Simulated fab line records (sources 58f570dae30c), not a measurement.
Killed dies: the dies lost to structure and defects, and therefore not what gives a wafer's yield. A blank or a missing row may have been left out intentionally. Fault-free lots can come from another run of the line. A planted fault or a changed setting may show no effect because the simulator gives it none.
What tool caused it? + flow berkeley-cmos170 + 21 wafers from 7 lots sampled at 3 of the route's 331 steps

## WHAT THE GAUGES SHOWED, per wafer
UCB170_V2_OVL_MEAS_13.
| lot  | measured     | on         | V2_OVL (nm) |
|------|--------------|------------|-------------|
| L539 | day 7 18:26  | overlay-01 | 2 -7 2      |
| L541 | day 8 11:10  | overlay-02 | -4 -5 -1    |
| L540 | day 8 12:27  | overlay-02 | -9 -6 -4    |
| L544 | day 9 04:23  | overlay-01 | -7 -8 -6    |
| L546 | day 9 16:20  | overlay-02 | -4 2 3      |
| L549 | day 9 16:25  | overlay-01 | -3 -4 1     |
| L561 | day 12 08:59 | overlay-02 | -2 -9 -3    |

## EACH LOT AND THE TOOL THAT RAN IT (in order: tool; ch and the chambers of the sampled wafers; start)
| lot  | UCB170_NLDD_STRIP_10                 | UCB170_M2_METAL_ETCH_18           |
|------|--------------------------------------|-----------------------------------|
| L539 | plasma-asher-03 ch 0,1, day 6 12:29  | rie-metal-01 ch 1, day 7 15:53    |
| L541 | plasma-asher-03 ch 0,1, day 7 00:30  | rie-metal-03 ch 0,1, day 8 08:08  |
| L540 | plasma-asher-04 ch 0,1, day 7 02:46  | rie-metal-02 ch 0,1, day 8 08:38  |
| L544 | plasma-asher-02 ch 1, day 7 20:23    | rie-metal-03 ch 0,1, day 9 02:07  |
| L546 | plasma-asher-04 ch 0,1, day 8 06:43  | rie-metal-01 ch 0,1, day 9 12:23  |
| L549 | plasma-asher-03 ch 0,1, day 8 07:16  | rie-metal-03 ch 0,1, day 9 12:31  |
| L561 | plasma-asher-04 ch 0,1, day 10 19:17 | rie-metal-03 ch 0,1, day 12 06:36 |
- UCB170_NLDD_STRIP_10: strips in O2.
- UCB170_M2_METAL_ETCH_18: etches Al in Cl2/BCl3, stops on SiO2, target depth 1170 nm, time 195 s.

## THE ANSWER, worked out from the rows above alone
Rule: what is usual is taken from the lots themselves. The widest of any qualifying gaps counts: lots, ordered by their means at a reading, are off when they make up no more than a third of the lots, leave a main group of 4 or more, and stand apart from it by 3 or more times the standard deviation of that group's means. The tables above print the reading to a certain number of digits; a main group whose means all agree to those digits is not used. Also off: a lot with no number at a reading for which 4 or more lots have one. The other lots that the step has rows for count as sound.
Nothing can be told from this: no lot is off at any reading shown.

## WHAT WAS PUT IN BY THE SIMULATOR
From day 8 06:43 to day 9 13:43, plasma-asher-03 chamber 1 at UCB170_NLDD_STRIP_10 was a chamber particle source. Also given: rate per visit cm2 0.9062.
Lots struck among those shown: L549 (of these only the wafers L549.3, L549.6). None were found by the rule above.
